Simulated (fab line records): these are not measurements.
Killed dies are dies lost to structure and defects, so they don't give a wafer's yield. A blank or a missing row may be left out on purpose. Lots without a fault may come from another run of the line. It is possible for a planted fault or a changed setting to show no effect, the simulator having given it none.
One fault seen from 2 desks | flow berkeley_cmos170 | only its own numbers are on each desk; what lay behind them is given at the end

== DESK OF THE TOOL OWNER: rie_diel-03 ==
The tool's own readings at UCB170_M3_ETCH_17 (etches BARC in N2/H2): means of the sampled wafers that have a number, for each lot that ran on this tool. The brackets show how far a lot's mean lies from the usual mean; more than 4 standard deviations puts the lot out of limits, marked OUT.
Columns: A = drypump_motor_current_A at UCB170_M3_ETCH_17, usual 5.7 A; B = oes_product_au at UCB170_M3_ETCH_17, usual 1.002 a.u.; C = rf_fwd_power_W at UCB170_M3_ETCH_17, usual 494.5 W; D = throttle_valve_pct at UCB170_M3_ETCH_17, usual 13.57 %
lot  | first seen here | A   | B               | C     | D
L241 | day 10 17:04    | 5.7 | 1.009           | 496.0 | 13.56
L243 | day 11 07:55    | 5.9 | 0.690 (-16) OUT | 494.7 | 13.48
L246 | day 12 20:16    | 5.9 | 0.692 (-16) OUT | 493.4 | 13.55
This desk's verdict: out of limits on L243, L246, starting with L243 at day 11 07:55 (oes_product_au at UCB170_M3_ETCH_17). L241: within limits.

== THE METROLOGY DESK ==
What the gauges read, lot by lot, whatever tool the lot ran on: means of the sampled wafers that have a number. The brackets show how far a lot's mean lies from the usual mean; more than 4 standard deviations puts the lot out of limits, marked OUT.
Columns: A = cd_nm at UCB170_M3_CD_MEAS_15, usual 700.1 nm; B = M3_OVL at UCB170_M3_OVL_MEAS_16, usual -1 nm
lot  | first seen here | A     | B
L237 | day 10 01:23    | 701.5 | 2
L241 | day 10 16:57    | 699.5 | -2
L243 | day 11 07:46    | 700.1 | -1
L246 | day 12 20:07    | 697.7 | 4
L250 | day 12 20:43    | 698.7 | -2
L249 | day 13 11:06    | 702.6 | 2
This desk's finding: nothing out of limits on any of the 6 lots.

== ALL TOGETHER ==
The tool owner's desk had the chance to raise an alarm at day 11 07:55 on L243, L246.
Nothing out of limits was seen by the metrology desk.
The metrology desk has L243, L246 on record, within its limits.
The lots listed all ran UCB170_M3_ETCH_17 on rie_diel-03.

== WHAT HAD BEEN PUT IN BY THE SIMULATOR ==
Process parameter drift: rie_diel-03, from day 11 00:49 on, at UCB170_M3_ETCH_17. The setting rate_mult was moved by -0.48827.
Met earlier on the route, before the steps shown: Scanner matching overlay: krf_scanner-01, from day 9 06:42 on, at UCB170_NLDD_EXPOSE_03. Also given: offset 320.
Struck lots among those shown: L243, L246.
Delay in hours, fault start to first out-of-limits reading, by desk: the tool owner's desk at 7.
